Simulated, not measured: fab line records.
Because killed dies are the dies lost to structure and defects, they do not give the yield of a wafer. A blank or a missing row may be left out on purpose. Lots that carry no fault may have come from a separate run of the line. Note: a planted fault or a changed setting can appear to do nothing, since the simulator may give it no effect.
Problem report, 8D (eight disciplines) form, completed by code + flow rit cmos + the parts of the form that need people (team, actions taken, sign-off) are left out

1. WHAT IS WRONG
Across 12 wafers from 4 lots, GATE_OVL at RIT_GATE_OVL_MEAS_17 averages 128.8 nm, while fault-free wafers read -0.9 nm with a standard deviation of 1.4. Measured from the usual mean, that is +93 standard deviations.
Seen first at day 4 03:07 on overlay-02, wafer L879.2. Wafers with a number at this step in the record: 45, from 15 lots. The rule behind "out" and "out of limits": a value lying over 4 standard deviations away from the usual mean. The other wafers with a number count as sound.

2. WHAT IT IS, AND WHAT IT ISN'T
| question                    | is                     | is not                                                                                 |
|-----------------------------|------------------------|----------------------------------------------------------------------------------------|
| which readings at this step | GATE_OVL               | -                                                                                      |
| which lots                  | L879, L880, L885, L887 | L872, L873, L874, L875, L876, L877, L878, L881, L882, L883, L894                       |
| which wafers of those lots  | all that have a number | -                                                                                      |
| read on which gauges        | overlay-01, overlay-02 | -                                                                                      |
| when                        | from day 4 03:07       | up to then (21 sound wafers); but 12 sound wafers of L881, L882, L883, L894 came after |

3. THE SUSPECTS, EACH WITH WHAT RULES IT OUT
Counting: a tool stays on the suspect list if, at a process step up to the reading, it processed all lots that are out and no sound lot following the first of them.
- ruled out: the gauge at RIT_GATE_OVL_MEAS_17. 2 gauges (overlay-01, overlay-02) read the wafers that are out.
- iline stepper-02 at RIT_GATE_EXPOSE_13 (exposes mask M6, target cd 150 nm): kept. It processed each lot that is out, first L879 at day 4 02:31, and no sound lot thereafter; up to then, the last sound lot it processed was L878 at day 3 22:25.
After counting, what remains is iline stepper-02 at RIT_GATE_EXPOSE_13.

4. THE CAUSE (what the simulator had put in)
Scanner matching overlay: iline stepper-02, from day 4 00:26 on, at RIT_GATE_EXPOSE_13. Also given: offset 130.
The count eliminated every tool but this one.

5. SEQUENCE OF EFFECTS, ordered by route
Each row: a reading where the mean over the struck wafers with a number is more than 3 standard deviations away from the usual. Scope: only readings with a usual standard deviation given in the record; hours: median across lots of the time from each lot's start at the first step in this table that gives one to its start at this step; sigmas: change in usual standard deviations.
| hours | step                 | reading  | usual   | on struck wafers | change | sigmas |
|-------|----------------------|----------|---------|------------------|--------|--------|
| 0     | RIT_GATE_OVL_MEAS_17 | GATE_OVL | -0.9 nm | 128.8            | +129.7 | +93    |

6. HOW IT WOULD HAVE BEEN CAUGHT EARLIER
Counted from the fault's start at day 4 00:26, it took 3 hours until the first out-of-limits reading at a measuring or inspecting step in this record, taken at day 4 03:07.
Among the 4 lots that are out, L880, L885, L887 began RIT_GATE_EXPOSE_13 on iline stepper-02 after day 4 03:07. A hold on the tool at that time would have spared those 3.
